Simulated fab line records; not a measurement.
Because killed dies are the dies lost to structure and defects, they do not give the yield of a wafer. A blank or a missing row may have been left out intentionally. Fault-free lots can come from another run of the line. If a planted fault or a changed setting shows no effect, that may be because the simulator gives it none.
One fault through the eyes of 2 desks | flow berkeleyCmos170 | numbers are kept per desk, each desk with only its own; the story behind them comes last

DESK OF THE TOOL OWNER: rieDiel-02
The tool's own readings at UCB170_ZERO_ETCH_06 (etches SiO2 in CHF3/CF4/Ar, time 12 s): means of the sampled wafers that have a number, for each lot that ran on this tool. If a lot's mean is further than 4 standard deviations from the usual mean, the lot is out of limits and carries the mark OUT (the distance appears in the brackets).
Columns: A = drypumpMotorCurrentA at UCB170_ZERO_ETCH_06, usual 5.7 A; B = oesProductAu at UCB170_ZERO_ETCH_06, usual 0.625 a.u.; C = rfFwdPowerW at UCB170_ZERO_ETCH_06, usual 491 W; D = throttleValvePct at UCB170_ZERO_ETCH_06, usual 9.22 %
lot  | first seen here | A   | B     | C   | D
L424 | day 1 23:55     | 5.4 | 0.630 | 490 | 9.17
L426 | day 2 08:55     | 5.6 | 0.624 | 488 | 9.24
L431 | day 3 06:38     | 5.6 | 0.630 | 489 | 9.18
L432 | day 3 17:07     | 5.6 | 0.627 | 487 | 9.17
L437 | day 4 19:07     | 5.1 | 0.632 | 490 | 9.12
L440 | day 5 04:20     | 6.0 | 0.633 | 490 | 9.21
L441 | day 5 11:03     | 5.9 | 0.629 | 489 | 9.28
Result from this desk: across the 7 lots, nothing is out of limits.

AT THE METROLOGY DESK
What the gauges read, lot by lot, whatever tool the lot ran on: means of the sampled wafers that have a number. If a lot's mean is further than 4 standard deviations from the usual mean, the lot is out of limits and carries the mark OUT (the distance appears in the brackets).
Columns: A = cdNm at UCB170_ACTIVE_CD_MEAS_90, usual 1199.6 nm; B = PFIELD_OVL at UCB170_PFIELD_OVL_MEAS_06, usual 1 nm
lot  | first seen here | A      | B
L424 | day 5 00:12     | 1198.2 | -0
L426 | day 5 05:53     | 1200.0 | 1
L427 | day 5 06:11     | 1199.3 | 0
L425 | day 5 06:25     | 1198.0 | -8
L428 | day 5 20:23     | 1197.5 | -4
L429 | day 5 20:37     | 1197.6 | 1
L431 | day 6 11:55     | 1200.2 | 11
L432 | day 6 12:07     | 1201.4 | -5
L435 | day 7 00:47     | 1201.5 | 8
L437 | day 7 16:40     | 1199.9 | 4
L433 | day 7 17:36     | 1202.5 | -12
L438 | day 7 23:55     | 1200.1 | 2
L441 | day 8 05:49     | 1198.8 | -6
L440 | day 8 05:50     | 1199.1 | 6
L446 | day 9 05:47     | 1201.9 | -4
Result from this desk: across the 15 lots, nothing is out of limits.

PUT TOGETHER
The desk of the tool owner found nothing out of limits.
At the metrology desk, nothing out of limits was observed.

WHAT WAS PUT IN BY THE SIMULATOR
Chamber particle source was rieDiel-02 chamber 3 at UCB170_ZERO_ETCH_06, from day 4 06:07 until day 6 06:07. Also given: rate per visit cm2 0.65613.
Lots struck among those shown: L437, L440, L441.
